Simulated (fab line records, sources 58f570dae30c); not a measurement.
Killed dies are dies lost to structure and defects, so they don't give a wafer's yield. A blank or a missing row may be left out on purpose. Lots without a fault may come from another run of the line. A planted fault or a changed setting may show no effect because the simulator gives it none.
fab line records | flow berkeley_cmos170 | part 1 of 2: steps 1 to 24 of 36
record lots=5 wafers=15 last_day=12
route steps=331 shown START@3 ZERO@6 NWELL@14 PWELL@34
lots that met no fault: from a run of the same line without faults
start_h: hours from the record's first day to the start of the lot's first wafer shown | wait_h: hours since the lot's step before | " the same as in the row above | L1.1+2: a row that stands for several wafers | - no value, or no start given | * or withheld: withheld | < > ~ a bound
route shown NAME@n: a module of which the file shows steps, and the number in the route of the first | usual: mean/standard deviation of fault-free wafers | same: alike in all rows | chamber/n: place in a boat | sites: the reading at each site | _std_site: their standard deviation | _edge_site: outer sites' mean less inner sites' | radius_mm: how far each site lies from the wafer's centre | mask NAME#n: copy n | behind: the tool/chamber that last shaped the wafer | hold: why the lot was held/for how many hours/how that ended | device: the transistor (n, p or np) that didn't switch | end of line: the same wafers' tests at the end of the route | a step without rows: its recipe alone | killed: dies lost to structure and defects at the first sort, not the wafer's yield | map: a wafer's dies, x killed, . not, _ none there
set.NAME: the setting as run; set.NAME@STEP: as run at that earlier step | model.NAME: the simulator's own value behind a step, which no gauge read
lots at some steps of the route; a table a step, a row a wafer
services: from which hour (start_h, from the record's first day; less than 0 if before it) a tool's chamber was out of use, for how many hours, and why
## steps
# step UCB170_START_OXIDATION_02
# recipe temp_c=950 ambient=O2 target_thk_a=200 ox_time_s=1800
# usual spike_tc_centre_C=951.4/1.5 zone_power_centre_pct=45.8/2.9
# columns lot.wafer tool chamber start_h wait_h spike_tc_centre_C zone_power_centre_pct
L076.1 furnace-01 0 23.53 3.4 950.6 48.0
L076.4 " 0 " " 951.3 48.7
L076.6 " 0 " " 950.4 48.2
L078.1 furnace-02 0 35.91 5.8 953.5 45.8
L078.3 " 0 " " 952.0 46.0
L078.6 " 0 " " 951.9 46.0
L083.1 furnace-01 0 57.01 1.9 949.5 48.3
L083.3 " 0 " " 949.3 48.1
L083.5 " 0 " " 948.7 47.8
L087.1 furnace-04 0 75.37 0.2 950.9 41.4
L087.3 " 0 " " 951.6 41.4
L087.5 " 0 " " 950.9 41.2
L091.1 furnace-01 0 96.34 1.2 949.7 47.9
L091.2 " 0 " " 950.5 47.9
L091.6 " 0 " " 950.4 48.3
# step UCB170_START_THK_MEAS_03
# recipe reads=SiO2_of_START_OXIDATION_02
# usual START_OXIDE_THK=20.1/0.38
# columns lot.wafer tool chamber start_h wait_h START_OXIDE_THK[nm]
L076.1 film_metro-03 - 25.03 0.0 19.6
L076.4 " - " " 19.5
L076.6 " - " " 19.3
L078.1 film_metro-02 - 37.41 0.0 19.7
L078.3 " - " " 19.5
L078.6 " - " " 19.6
L083.1 film_metro-04 - 58.51 0.0 20.2
L083.3 " - " " 20.2
L083.5 " - " " 20.2
L087.1 film_metro-03 - 76.87 0.0 19.9
L087.3 " - " " 20.2
L087.5 " - " " 20.3
L091.1 film_metro-02 - 97.84 0.0 20.2
L091.2 " - " " 20.0
L091.6 " - " " 20.0
# step UCB170_START_ANNEAL_04
# recipe temp_c=950 time_s=1200 ambient=N2
# usual spike_tc_centre_C=951.6/1.5 zone_power_centre_pct=44/3.1
# columns lot.wafer tool chamber start_h wait_h spike_tc_centre_C zone_power_centre_pct
L076.1 furnace-04 0 26.03 1.0 951.5 41
L076.4 " 0 " " 951.1 41
L076.6 " 0 " " 951.0 42
L078.1 furnace-01 0 44.08 6.7 951.4 47
L078.3 " 0 " " 949.5 49
L078.6 " 0 " " 950.7 48
L083.1 furnace-02 0 66.21 7.7 953.4 45
L083.3 " 0 " " 954.5 46
L083.5 " 0 " " 953.7 47
L087.1 furnace-04 0 80.97 4.1 951.5 42
L087.3 " 0 " " 950.6 41
L087.5 " 0 " " 950.5 41
L091.1 furnace-02 0 102.30 4.5 954.2 45
L091.2 " 0 " " 953.1 46
L091.6 " 0 " " 953.9 46
# step UCB170_ZERO_HMDS_00
# recipe prime_time_s=60 prime_temp_c=100
# usual exhaust_pa=44.8/0.8
# same prime_time_s=60
# columns lot.wafer tool chamber start_h wait_h exhaust_pa
L076.1 litho_track-01 0 27.53 0.2 43.3
L076.4 " 0 " " 44.7
L076.6 " 0 " " 43.8
L078.1 litho_track-04 0 45.53 0.1 45.3
L078.3 " 0 " " 44.3
L078.6 " 0 " " 45.6
L083.1 litho_track-01 0 68.43 0.9 45.9
L083.3 " 0 " " 45.5
L083.5 " 0 " " 44.6
L087.1 litho_track-01 0 83.66 1.4 43.4
L087.3 " 0 " " 44.7
L087.5 " 0 " " 45.8
L091.1 litho_track-03 0 105.45 1.8 45.5
L091.2 " 0 " " 46.5
L091.6 " 0 " " 43.0
# step UCB170_ZERO_COAT_01
# recipe resist=KrF spin_rpm=1500 resist_thk_nm=900
# usual exhaust_pa=45.1/0.91
# columns lot.wafer tool chamber start_h wait_h exhaust_pa
L076.1 litho_track-01 0 27.68 0.1 45.4
L076.4 " 0 " " 44.3
L076.6 " 0 " " 45.4
L078.1 litho_track-04 0 45.68 0.1 45.4
L078.3 " 0 " " 46.3
L078.6 " 0 " " 45.2
L083.1 litho_track-01 0 68.58 0.1 46.6
L083.3 " 0 " " 45.8
L083.5 " 0 " " 47.3
L087.1 litho_track-01 0 83.81 0.1 43.8
L087.3 " 0 " " 43.0
L087.5 " 0 " " 43.7
L091.1 litho_track-03 0 105.60 0.1 45.0
L091.2 " 0 " " 45.1
L091.6 " 0 " " 43.8
# step UCB170_ZERO_SOFTBAKE_02
# recipe resist=KrF temp_c=130 time_s=60
# usual exhaust_pa=45.0/0.99
# columns lot.wafer tool chamber start_h wait_h exhaust_pa
L076.1 litho_track-01 0 27.83 0.1 44.8
L076.4 " 0 " " 46.3
L076.6 " 0 " " 46.3
L078.1 litho_track-04 0 45.83 0.1 44.0
L078.3 " 0 " " 43.9
L078.6 " 0 " " 44.2
L083.1 litho_track-01 0 68.73 0.1 43.0
L083.3 " 0 " " 42.7
L083.5 " 0 " " 43.4
L087.1 litho_track-01 0 83.96 0.1 45.7
L087.3 " 0 " " 45.8
L087.5 " 0 " " 45.0
L091.1 litho_track-03 0 105.75 0.1 46.1
L091.2 " 0 " " 46.7
L091.6 " 0 " " 45.9
# step UCB170_ZERO_EXPOSE_03
# recipe mask_id=PM_MARKS na=0.5 sigma_outer=0.6 source_shape=conventional target_cd_nm=4000 dose_mj=30
# columns lot.wafer tool chamber start_h wait_h mask
L076.1+4+6 krf_scanner-02 0 27.98 0.1 PM_MARKS#0
L078.1+3+6 krf_scanner-02 0 46.02 0.2 PM_MARKS#0
L083.1+3+5 krf_scanner-01 0 69.02 0.3 PM_MARKS#0
L087.1+3+5 krf_scanner-01 0 - - PM_MARKS#0
L091.1+2+6 krf_scanner-01 0 - - PM_MARKS#0
# step UCB170_ZERO_PEB_04
# recipe peb_temp_c=130 peb_time_s=withheld resist=KrF
# usual exhaust_pa=45.1/0.85
# columns lot.wafer tool chamber start_h wait_h exhaust_pa
L076.1 litho_track-04 0 28.10 0.1 45.0
L076.4 " 0 " " 44.6
L076.6 " 0 " " 44.3
L078.1 litho_track-01 0 46.13 0.1 45.7
L078.3 " 0 " " 45.1
L078.6 " 0 " " 44.5
L083.1 litho_track-03 0 69.72 0.7 43.5
L083.3 " 0 " " 43.3
L083.5 " 0 " " 43.8
L087.1 litho_track-01 0 - - 44.4
L087.3 " 0 " " 45.3
L087.5 " 0 " " 45.1
L091.1 litho_track-01 0 - - 45.8
L091.2 " 0 " " 43.5
L091.6 " 0 " " 45.1
# step UCB170_ZERO_DEVELOP_05
# recipe developer=TMAH develop_time_s=45 resist=KrF dev_temp_c=21
# usual exhaust_pa=45.1/0.9
# columns lot.wafer tool chamber start_h wait_h exhaust_pa
L076.1 litho_track-04 0 - - 45.0
L076.4 " 0 " " 45.3
L076.6 " 0 " " 45.4
L078.1 litho_track-01 0 - - 46.1
L078.3 " 0 " " 46.2
L078.6 " 0 " " 44.7
L083.1 litho_track-03 0 - - 44.5
L083.3 " 0 " " 46.1
L083.5 " 0 " " 46.1
L087.1 litho_track-01 0 - - 45.0
L087.3 " 0 " " 45.1
L087.5 " 0 " " 45.1
L091.1 litho_track-01 0 - - 44.5
L091.2 " 0 " " 44.7
L091.6 " 0 " " 44.9
# step UCB170_ZERO_ETCH_06
# recipe chemistry=CHF3/CF4/Ar target=SiO2 time_s=12 pressure_mtorr=100 rf_w=500 CHF3_flow_sccm=50 cf4_flow_sccm=10 Ar_flow_sccm=120 over_etch_frac=1.58
# usual drypump_motor_current_A=5.6/0.42 oes_product_au=0.621/0.0084 throttle_valve_pct=9.23/0.19
# columns lot.wafer tool chamber start_h wait_h drypump_motor_current_A oes_product_au rf_hours_counter_h throttle_valve_pct
L076.1 rie_diel-03 0 28.38 - 5.4 0.620 154 9.25
L076.4 " 2 " " 5.0 0.627 3 9.21
L076.6 " 2 " " 5.0 0.633 - 9.21
L078.1 rie_diel-01 2 46.41 - 5.2 0.620 15 9.30
L078.3 " 0 " " 5.7 0.627 105 9.06
L078.6 " 3 " " 4.9 0.608 - 9.49
L083.1 rie_diel-04 2 70.00 - 6.5 0.619 22 9.57
L083.3 " 0 " " 5.4 0.626 154 8.95
L083.5 " 1 " " 5.6 0.612 - 9.18
L087.1 rie_diel-01 1 85.66 - 5.5 0.623 81 9.03
L087.3 " 3 " " 4.9 0.617 48 9.48
L087.5 " 0 " " 5.7 0.621 - 9.08
L091.1 rie_diel-04 0 107.63 - 5.4 0.635 156 8.95
L091.2 " 1 " " 5.7 0.618 15 9.18
L091.6 " 1 " " 5.7 0.616 - 9.16
# step UCB170_ZERO_STRIP_07
# recipe chemistry=O2 power_w=400 pressure_mtorr=3500 platen_temp_c=withheld o2_flow_sccm=400 overash_fraction=0.5
# usual drypump_motor_current_A=5.9/0.42 o2_flow_sccm=399.9/1.3 oes_product_au=0.727/0.0048 strip_time_to_endpoint_s=21.48/0.074
# columns lot.wafer tool chamber start_h wait_h drypump_motor_current_A o2_flow_sccm oes_product_au rf_hours_counter_h strip_time_to_endpoint_s
L076.1 plasma_asher-04 1 28.40 0.0 5.7 400.5 0.719 23 21.49
L076.4 " 0 " " 5.8 401.0 0.726 - 21.54
L076.6 " 1 " " 5.7 401.2 0.722 - 21.51
L078.1 plasma_asher-02 1 46.43 0.0 5.7 401.6 0.724 30 21.38
L078.3 " 0 " " 6.5 398.4 0.724 - 21.42
L078.6 " 0 " " 6.5 398.6 0.724 - 21.48
L083.1 plasma_asher-02 1 70.02 0.0 5.8 398.4 0.733 32 21.48
L083.3 " 1 " " 5.7 399.9 0.728 - 21.50
L083.5 " 1 " " 5.8 398.6 0.727 - 21.48
L087.1 plasma_asher-02 1 85.68 0.0 5.7 397.9 0.727 35 21.58
L087.3 " 0 " " 6.5 400.4 0.739 - 21.57
L087.5 " 1 " " 5.7 399.4 0.729 - 21.61
L091.1 plasma_asher-01 0 107.65 0.0 5.3 398.7 0.733 30 21.50
L091.2 " 1 " " 6.4 401.9 0.722 30 21.42
L091.6 " 1 " " 6.4 399.5 0.732 - 21.45
# step UCB170_NWELL_WET_ETCH_00
# recipe chemistry=dHF dilution=25:1 target=SiO2 temp_c=25 time_s=200
# columns lot.wafer tool chamber start_h wait_h
L076.1+4+6 wet_bench-02 3 29.35 0.9
L078.1+3+6 wet_bench-04 1 46.53 0.1
L083.1+3+5 wet_bench-04 2 70.43 0.4
L087.1+3+5 wet_bench-01 0 87.92 2.2
L091.1+2+6 wet_bench-01 1 108.01 0.3
# step UCB170_NWELL_OXIDATION_01
# recipe temp_c=1000 ambient=O2 target_thk_a=264 ox_time_s=1260
# usual spike_tc_centre_C=1002.0/1.7 zone_power_centre_pct=48.7/2.5
# columns lot.wafer tool chamber start_h wait_h spike_tc_centre_C zone_power_centre_pct
L076.1 furnace-01 0 30.96 1.5 1000.0 52.3
L076.4 " 0 " " 998.4 51.8
L076.6 " 0 " " 1000.1 51.4
L078.1 furnace-02 0 54.36 7.8 1003.4 48.1
L078.3 " 0 " " 1002.7 49.6
L078.6 " 0 " " 1004.0 48.3
L083.1 furnace-02 0 75.24 4.7 1001.8 48.9
L083.3 " 0 " " 1002.5 47.9
L083.5 " 0 " " 1002.6 49.9
L087.1 furnace-01 0 90.74 2.8 1000.5 50.4
L087.3 " 0 " " 1000.2 50.8
L087.5 " 0 " " 1000.5 50.2
L091.1 furnace-04 0 109.43 1.3 1002.3 43.2
L091.2 " 0 " " 1002.6 43.7
L091.6 " 0 " " 999.9 43.3
# step UCB170_NWELL_THK_MEAS_02
# recipe reads=SiO2_of_NWELL_OXIDATION_01
# usual NWELL_OXIDE_THK=26.1/0.41
# columns lot.wafer tool chamber start_h wait_h NWELL_OXIDE_THK[nm]
L076.1 film_metro-02 - 32.31 0.0 25.5
L076.4 " - " " 25.4
L076.6 " - " " 25.3
L078.1 film_metro-02 - 55.71 0.0 25.3
L078.3 " - " " 25.6
L078.6 " - " " 25.6
L083.1 film_metro-01 - 76.59 0.0 25.4
L083.3 " - " " 25.7
L083.5 " - " " 25.8
L087.1 film_metro-02 - 92.09 0.0 25.8
L087.3 " - " " 26.1
L087.5 " - " " 25.7
L091.1 film_metro-01 - 110.78 0.0 26.7
L091.2 " - " " 26.0
L091.6 " - " " 26.4
# step UCB170_NWELL_ANNEAL_03
# recipe temp_c=1000 time_s=900 ambient=N2
# usual spike_tc_centre_C=1002.1/1.6 zone_power_centre_pct=47.8/2.9
# columns lot.wafer tool chamber start_h wait_h spike_tc_centre_C zone_power_centre_pct
L076.1 furnace-02 0 38.66 6.3 1001.6 48.7
L076.4 " 0 " " 1004.7 48.9
L076.6 " 0 " " 1003.5 47.6
L078.1 furnace-01 0 63.55 7.8 999.1 51.7
L078.3 " 0 " " 1000.7 51.2
L078.6 " 0 " " 999.7 51.1
L083.1 furnace-02 0 80.86 4.3 1003.7 47.9
L083.3 " 0 " " 1002.1 48.6
L083.5 " 0 " " 1002.4 48.6
L087.1 furnace-02 0 94.70 2.6 1003.1 47.4
L087.3 " 0 " " 1003.8 49.1
L087.5 " 0 " " 1002.1 48.6
L091.1 furnace-04 0 113.70 2.9 1003.1 44.3
L091.2 " 0 " " 1000.0 43.9
L091.6 " 0 " " 1001.8 43.7
# step UCB170_NWELL_CVD_04
# recipe material=Si3N4 target_thk_nm=224 temp_c=800 precursor=SiH2Cl2/NH3 time_s=3360 pressure_mtorr=200 sih2cl2_flow_sccm=25 nh3_flow_sccm=75
# usual spike_tc_centre_C=801.9/1.1 zone_power_centre_pct=35.5/2
# columns lot.wafer tool chamber start_h wait_h spike_tc_centre_C zone_power_centre_pct
L076.1 lpcvd-01 0 39.91 0.0 800.3 33.1
L076.4 " 0 " " 802.6 33.4
L076.6 " 0 " " 798.5 33.2
L078.1 lpcvd-01 0 64.80 0.0 803.1 32.9
L078.3 " 0 " " 802.8 33.2
L078.6 " 0 " " 802.6 33.1
L083.1 lpcvd-01 0 82.11 0.0 800.1 32.9
L083.3 " 0 " " 801.2 33.3
L083.5 " 0 " " 802.6 32.1
L087.1 lpcvd-02 0 95.95 0.0 803.1 33.9
L087.3 " 0 " " 803.6 33.7
L087.5 " 0 " " 801.8 34.1
L091.1 lpcvd-01 1 114.95 0.0 801.8 38.0
L091.2 " 1 " " 802.1 38.5
L091.6 " 1 " " 801.6 38.6
# step UCB170_NWELL_THK_MEAS_05
# recipe reads=Si3N4_of_NWELL_CVD_04
# usual NWELL_NITRIDE_THK=224.1/2.5
# columns lot.wafer tool chamber start_h wait_h NWELL_NITRIDE_THK[nm]
L076.1 film_metro-02 - 41.84 0.0 225.7
L076.4 " - " " 226.1
L076.6 " - " " 225.4
L078.1 film_metro-02 - 66.74 0.0 225.2
L078.3 " - " " 225.2
L078.6 " - " " 225.9
L083.1 film_metro-02 - 84.04 0.0 226.2
L083.3 " - " " 226.3
L083.5 " - " " 224.2
L087.1 film_metro-02 - 97.90 0.0 224.5
L087.3 " - " " 223.9
L087.5 " - " " 222.0
L091.1 film_metro-01 - 116.88 0.0 227.2
L091.2 " - " " 226.5
L091.6 " - " " 226.7
# step UCB170_NWELL_HMDS_06
# recipe prime_time_s=60 prime_temp_c=100
# usual exhaust_pa=45.1/0.71
# same prime_time_s=60
# columns lot.wafer tool chamber start_h wait_h exhaust_pa
L076.1 litho_track-01 0 42.12 0.3 45.3
L076.4 " 0 " " 44.6
L076.6 " 0 " " 46.1
L078.1 litho_track-01 0 67.71 1.0 45.3
L078.3 " 0 " " 45.9
L078.6 " 0 " " 45.2
L083.1 litho_track-02 0 84.94 0.9 44.4
L083.3 " 0 " " 44.9
L083.5 " 0 " " 45.2
L087.1 litho_track-01 0 99.45 1.5 45.5
L087.3 " 0 " " 43.5
L087.5 " 0 " " 46.5
L091.1 litho_track-02 0 117.59 0.7 46.0
L091.2 " 0 " " 45.1
L091.6 " 0 " " 44.4
# step UCB170_NWELL_COAT_07
# recipe resist=KrF spin_rpm=1500 resist_thk_nm=900
# usual exhaust_pa=45.1/0.83
# columns lot.wafer tool chamber start_h wait_h exhaust_pa
L076.1 litho_track-01 0 42.27 0.1 45.7
L076.4 " 0 " " 45.5
L076.6 " 0 " " 47.2
L078.1 litho_track-01 0 67.86 0.1 45.6
L078.3 " 0 " " 45.2
L078.6 " 0 " " 45.3
L083.1 litho_track-02 0 85.09 0.1 45.8
L083.3 " 0 " " 46.3
L083.5 " 0 " " 45.5
L087.1 litho_track-01 0 99.60 0.1 45.4
L087.3 " 0 " " 45.8
L087.5 " 0 " " 45.5
L091.1 litho_track-02 0 117.74 0.1 45.9
L091.2 " 0 " " 45.9
L091.6 " 0 " " 44.3
# step UCB170_NWELL_SOFTBAKE_08
# recipe resist=KrF temp_c=130 time_s=60
# usual exhaust_pa=45.3/0.73
# columns lot.wafer tool chamber start_h wait_h exhaust_pa
L076.1 litho_track-01 0 42.42 0.1 45.3
L076.4 " 0 " " 45.2
L076.6 " 0 " " 45.3
L078.1 litho_track-01 0 68.01 0.1 45.7
L078.3 " 0 " " 45.5
L078.6 " 0 " " 45.3
L083.1 litho_track-02 0 85.24 0.1 46.3
L083.3 " 0 " " 45.2
L083.5 " 0 " " 45.2
L087.1 litho_track-01 0 99.75 0.1 45.1
L087.3 " 0 " " 44.8
L087.5 " 0 " " 45.1
L091.1 litho_track-02 0 117.89 0.1 44.2
L091.2 " 0 " " 44.1
L091.6 " 0 " " 44.9
# step UCB170_NWELL_EXPOSE_09
# recipe mask_id=NWELL target_cd_nm=3000 na=0.5 sigma_outer=0.6 source_shape=conventional dose_mj=25
# columns lot.wafer tool chamber start_h wait_h mask
L076.1+4+6 krf_scanner-02 0 42.69 0.2 NWELL#0
L078.1+3+6 krf_scanner-02 0 68.16 0.1 NWELL#0
L083.1+3+5 krf_scanner-02 0 - - NWELL#0
L087.1+3+5 krf_scanner-02 0 - - NWELL#0
L091.1+2+6 krf_scanner-01 0 - - NWELL#0
# step UCB170_NWELL_PEB_10
# recipe peb_temp_c=130 peb_time_s=withheld resist=KrF
# usual exhaust_pa=45.1/0.92
# columns lot.wafer tool chamber start_h wait_h exhaust_pa
L076.1 litho_track-01 0 42.84 0.1 45.8
L076.4 " 0 " " 45.6
L076.6 " 0 " " 45.3
L078.1 litho_track-01 0 68.88 0.7 44.1
L078.3 " 0 " " 45.9
L078.6 " 0 " " 45.8
L083.1 litho_track-01 0 - - 45.5
L083.3 " 0 " " 46.9
L083.5 " 0 " " 46.5
L087.1 litho_track-02 0 - - 45.1
L087.3 " 0 " " 44.8
L087.5 " 0 " " 44.7
L091.1 litho_track-01 0 - - 46.7
L091.2 " 0 " " 46.3
L091.6 " 0 " " 46.3
# step UCB170_NWELL_DEVELOP_11
# recipe developer=TMAH develop_time_s=45 resist=KrF dev_temp_c=21
# usual exhaust_pa=44.9/0.78
# columns lot.wafer tool chamber start_h wait_h exhaust_pa
L076.1 litho_track-01 0 - - 44.8
L076.4 " 0 " " 46.5
L076.6 " 0 " " 43.6
L078.1 litho_track-01 0 - - 45.6
L078.3 " 0 " " 46.6
L078.6 " 0 " " 44.7
L083.1 litho_track-01 0 - - 44.5
L083.3 " 0 " " 45.1
L083.5 " 0 " " 44.2
L087.1 litho_track-02 0 - - 43.9
L087.3 " 0 " " 45.0
L087.5 " 0 " " 43.2
L091.1 litho_track-01 0 - - 45.6
L091.2 " 0 " " 45.8
L091.6 " 0 " " 44.2
# step UCB170_NWELL_OVL_MEAS_12
# usual NWELL_OVL=4/4.8
# columns lot.wafer tool chamber start_h wait_h NWELL_OVL[nm]
L076.1 overlay-01 - 43.12 - 6
L076.4 " - " " 18
L076.6 " - " " 12
L078.1 overlay-01 - 69.16 - 5
L078.3 " - " " 6
L078.6 " - " " 14
L083.1 overlay-02 - 87.11 - -4
L083.3 " - " " -2
L083.5 " - " " -1
L087.1 overlay-02 - 101.96 - 6
L087.3 " - " " 6
L087.5 " - " " 5
L091.1 overlay-01 - 119.58 - 3
L091.2 " - " " -4
L091.6 " - " " 2
